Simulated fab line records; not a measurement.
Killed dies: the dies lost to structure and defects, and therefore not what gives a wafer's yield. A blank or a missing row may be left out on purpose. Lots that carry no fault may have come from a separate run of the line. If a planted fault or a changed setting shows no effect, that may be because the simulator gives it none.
2 desks looking at one fault / flow berkeley-cmos170 / numbers are kept per desk, each desk with only its own; the story behind them comes last

## FROM THE METROLOGY DESK
What the gauges read for every lot (on any tool): the sampled wafers with a number, averaged. If a lot's mean is further than 4 standard deviations from the usual mean, the lot is out of limits and carries the mark OUT (the distance appears in the brackets).
Columns: A = NVT_OVL at UCB170_NVT_OVL_MEAS_06, usual 5 nm; B = NVT_TW at UCB170_NVT_TW_MEAS_09, usual 523.3; C = GATE_POLY_THK at UCB170_GATE_THK_MEAS_05, usual 213.9 nm; D = PLDD_OVL at UCB170_PLDD_OVL_MEAS_07, usual 1 nm
lot=L310; first seen here=day 6 00:49; A=8; B=523.5; C=211.5; D=1
lot=L312; first seen here=day 6 21:25; A=4; B=523.1; C=215.4; D=-8
lot=L314; first seen here=day 6 21:47; A=-2; B=524.4; C=213.4; D=-3
lot=L313; first seen here=day 6 21:52; A=12; B=523.8; C=215.6; D=-1
lot=L309; first seen here=day 6 22:04; A=8; B=521.3; C=216.5; D=6
lot=L311; first seen here=day 6 22:08; A=2; B=523.6; C=214.1; D=2
lot=L315; first seen here=day 7 16:40; A=8; B=523.7; C=213.3; D=2
lot=L317; first seen here=day 8 00:10; A=6; B=523.5; C=214.8; D=2
lot=L316; first seen here=day 8 01:15; A=5; B=524.0; C=211.8; D=-3
lot=L318; first seen here=day 8 01:29; A=5; B=519.7; C=210.8; D=-14
lot=L319; first seen here=day 8 14:19; A=3; B=519.9; C=160.4 (-24) OUT; D=6
lot=L321; first seen here=day 8 14:26; A=4; B=523.0; C=157.2 (-26) OUT; D=-4
lot=L320; first seen here=day 8 14:37; A=8; B=523.9; C=159.4 (-25) OUT; D=3
This desk reports L319, L320, L321 out of limits; the earliest was L319 at day 9 08:41 (GATE_POLY_THK at UCB170_GATE_THK_MEAS_05). In limits: L310, L312, L314, L313, L309, L311, L315, L317, L316, L318.

## FOR THE TOOL OWNER'S DESK: lpcvd-01
The tool's own readings at UCB170_GATE_CVD_04 (deposits poly-Si from SiH4, time 1440 s, target thk 214 nm): means of the sampled wafers that have a number, for each lot that ran on this tool. If a lot's mean is further than 4 standard deviations from the usual mean, the lot is out of limits and carries the mark OUT (the distance appears in the brackets).
Columns: A = sih4-flow-sccm at UCB170_GATE_CVD_04, usual 120.0 sccm; B = spike-tc-centre-C at UCB170_GATE_CVD_04, usual 612.2 C; C = spike-tc-load-C at UCB170_GATE_CVD_04, usual 633.2 C; D = susceptor-temp-C at UCB170_GATE_CVD_04, usual 610.0 C
lot=L315; first seen here=day 8 09:45; A=119.8; B=610.0; C=635.3; D=610.2
lot=L316; first seen here=day 8 14:52; A=120.2; B=613.0; C=632.7; D=610.2
lot=L317; first seen here=day 8 14:52; A=120.4; B=613.0; C=631.6; D=609.8
lot=L318; first seen here=day 8 14:52; A=119.7; B=613.4; C=632.2; D=610.0
lot=L319; first seen here=day 9 07:17; A=119.9; B=598.2 (-8.8) OUT; C=622.9 (-6.8) OUT; D=598.0 (-39) OUT
lot=L320; first seen here=day 9 07:17; A=119.6; B=597.9 (-8.9) OUT; C=622.8 (-6.9) OUT; D=597.9 (-39) OUT
lot=L321; first seen here=day 9 07:17; A=119.7; B=597.5 (-9.2) OUT; C=622.8 (-7.0) OUT; D=598.2 (-38) OUT
This desk finds L319, L320, L321 out of limits, L319 being first, at day 9 07:17 (spike-tc-centre-C at UCB170_GATE_CVD_04). In limits: L315, L316, L317, L318.

## BROUGHT TOGETHER
An alarm could have come from the tool owner's desk at day 9 07:17, on L319, L320, L321.
On L319, L320, L321, the metrology desk was in a position to raise an alarm at day 9 08:41.
On lpcvd-01, each named lot ran UCB170_GATE_CVD_04.

## WHAT THE SIMULATOR HAD PUT IN
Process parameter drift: lpcvd-01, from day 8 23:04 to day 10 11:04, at UCB170_GATE_CVD_04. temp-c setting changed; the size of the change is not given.
Lots struck among those shown: L319, L320, L321.
Time in hours from fault onset to the first out-of-limits reading at each desk: tool owner's desk 8, metrology desk 10.
